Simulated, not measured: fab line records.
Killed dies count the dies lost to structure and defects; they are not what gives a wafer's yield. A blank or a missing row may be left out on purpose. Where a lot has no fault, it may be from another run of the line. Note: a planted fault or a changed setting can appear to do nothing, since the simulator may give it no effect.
Comparing a struck lot with a sound one :: flow rit cmos :: 19 out of 202 route steps
Sound: these wafers, L438.2, L438.3, L438.5. Struck: wafers L444.1, L444.4, L444.5. The cause comes at the end.
For every step that has rows: the tool of each side, followed by ch and its chambers, followed by its first start. Under that, the readings that differ: sound wafers :: struck wafers :: difference of the means :: sigmas: that difference in standard deviations of wafers without a fault.
alike: a reading whose means differ by less than 2 such deviations, as well as words and numbers matching on both sides. not compared: withheld readings; readings where some wafer has no value; bounds like >300 that might hide an equal value; numbers whose values overlap and for which the record gives no deviation.
A row with sigmas, a row that says differs or no value, or rows on one side alone: a step with any of these is where the two part. Numbers that have no deviation but don't overlap get no sigmas and don't part them. Lack of a reading on every wafer of one side parts them only where that side has two or more wafers.

first, 1 step without rows for these wafers: RIT_SILICIDE_WET_ETCH_00 (etches SiO2 in BOE, target depth 14 nm, time 15 s).
RIT_SILICIDE_SPUTTER_01: material Ti, target thk 30 nm, time 240 s.
  sound on pvd sputter-02 at day 4 22:46; struck on pvd sputter-02 at day 6 04:35
  alike: cathode dc power W, throttle valve pct
RIT_SILICIDE_RS_MEAS_02: measurement is done with a four-point probe.
  sound on film metro-03 at day 4 22:56; struck on film metro-04 at day 6 04:44
  alike: SILICIDE_TI_RS
RIT_SILICIDE_THK_MEAS_03: measures by xrf.
  sound on film metro-03 at day 4 23:03; struck on film metro-04 at day 6 04:52
  alike: SILICIDE_TI_THK
RIT_SILICIDE_RTA_04: time 10 s, ramp up 5 s, ramp down 5 s.
  sound on rtp anneal-01 ch 0, day 4 23:07; struck on rtp anneal-01 ch 0, day 6 04:55
  alike: wafer_temp_C_max
then, 1 step without rows for these wafers: RIT_SILICIDE_WET_ETCH_05 (etches Ti in SPM, time 120 s).
RIT_SILICIDE_RTA_06: time 10 s, ramp up 5 s, ramp down 10 s.
  sound on rtp anneal-02 ch 0, day 4 23:13; struck on rtp anneal-02 ch 0, day 6 05:02
  alike: wafer_temp_C_max
RIT_CONTACT_CVD_00: deposits SiO2 from TEOS, target thk 400 nm, time 61 s.
  sound on pecvd-03 ch 1,2, day 4 23:16; struck on pecvd-03 ch 0,2, day 6 05:06
  alike: heater power w
RIT_CONTACT_THK_MEAS_01:
  sound on film metro-04 at day 4 23:20; struck on film metro-01 at day 6 05:09
  alike: CONTACT_TEOS_THK
then, 3 steps without rows for these wafers: RIT_CONTACT_HMDS_02 (prime time 60 s); RIT_CONTACT_COAT_03 (resist thk 1000 nm); RIT_CONTACT_SOFTBAKE_04 (time 60 s).
RIT_CONTACT_EXPOSE_05: exposes mask M11, target cd 1000 nm.
  sound on iline stepper-01 ch 0, day 4 23:59; struck on iline stepper-02 ch 0, day 6 05:40
reading: model.CONTACT.overlay x nm (nm)
sound: -0.7594 -0.7594 -0.7594
struck: 240.1 240.1 240.1
difference: +240.9
sigmas: 
  alike: mask
then, 2 steps without rows for these wafers: RIT_CONTACT_PEB_06; RIT_CONTACT_DEVELOP_07 (develop time 120 s).
RIT_CONTACT_CD_MEAS_08 targets a cd of 1000 nm.
  sound on cd sem-01 at day 5 00:29; struck on cd sem-01 at day 6 06:10
  alike: cd nm
RIT_CONTACT_OVL_MEAS_09:
  sound on overlay-01 at day 5 00:36; struck on overlay-02 at day 6 06:17
reading: CONTACT_OVL (nm)
sound: 0.5 0.1 0.0
struck: 239.6 240.0 239.9
difference: +239.6
sigmas: +99 or more
then, 1 step without rows for these wafers: RIT_CONTACT_HARDBAKE_10 (time 60 s).
RIT_M1_PROBE_99:
  sound on prober-01 at day 5 06:07; struck on prober-01 at day 6 11:46
reading: model.etest.contact to gate.over limit
sound: 0 0 0
struck: 1 1 1
difference: +1
sigmas: 

reading: model.etest.contact to gate.short
sound: 0 0 0
struck: 1 1 1
difference: +1
sigmas: 

reading: model.etest.nmos_0p15.junction log10 a um
sound: -13.48 -13.55 -13.68
struck: -12.57 -12.68 -12.6
difference: +0.95
sigmas: 

reading: model.etest.nmos narrow.off log10 a um
sound: -13.22 -13.15 -13.3
struck: -12.55 -12.63 -12.54
difference: +0.65
sigmas: 

reading: model.etest.gate end array.leak log10 a um
sound: -13.05 -12.93 -12.67
struck: -12.22 -12.25 -12.39
difference: +0.60
sigmas: 

reading: model.etest.nmos_0p3.off log10 a um
sound: -13.13 -12.97 -12.94
struck: -12.48 -12.59 -12.51
difference: +0.49
sigmas: 

reading: model.etest.pmos_0p15.junction log10 a um
sound: -13.87 -13.75 -13.76
struck: -13.45 -13.47 -13.45
difference: +0.34
sigmas: 

reading: model.etest.contact diode array.leak log10 a (angstrom)
sound: -9.469 -9.507 -9.517
struck: -9.125 -9.122 -9.082
difference: +0.388
sigmas: 
  alike: killed at contacts, killed at front end, killed dies, killed open, killed short

== WHERE THEY PART ==
Only at RIT_CONTACT_OVL_MEAS_09, as far as this record shows. Later steps at which nothing parts them and some readings are alike: RIT_M1_PROBE_99.

WHY: what had been put in by the simulator
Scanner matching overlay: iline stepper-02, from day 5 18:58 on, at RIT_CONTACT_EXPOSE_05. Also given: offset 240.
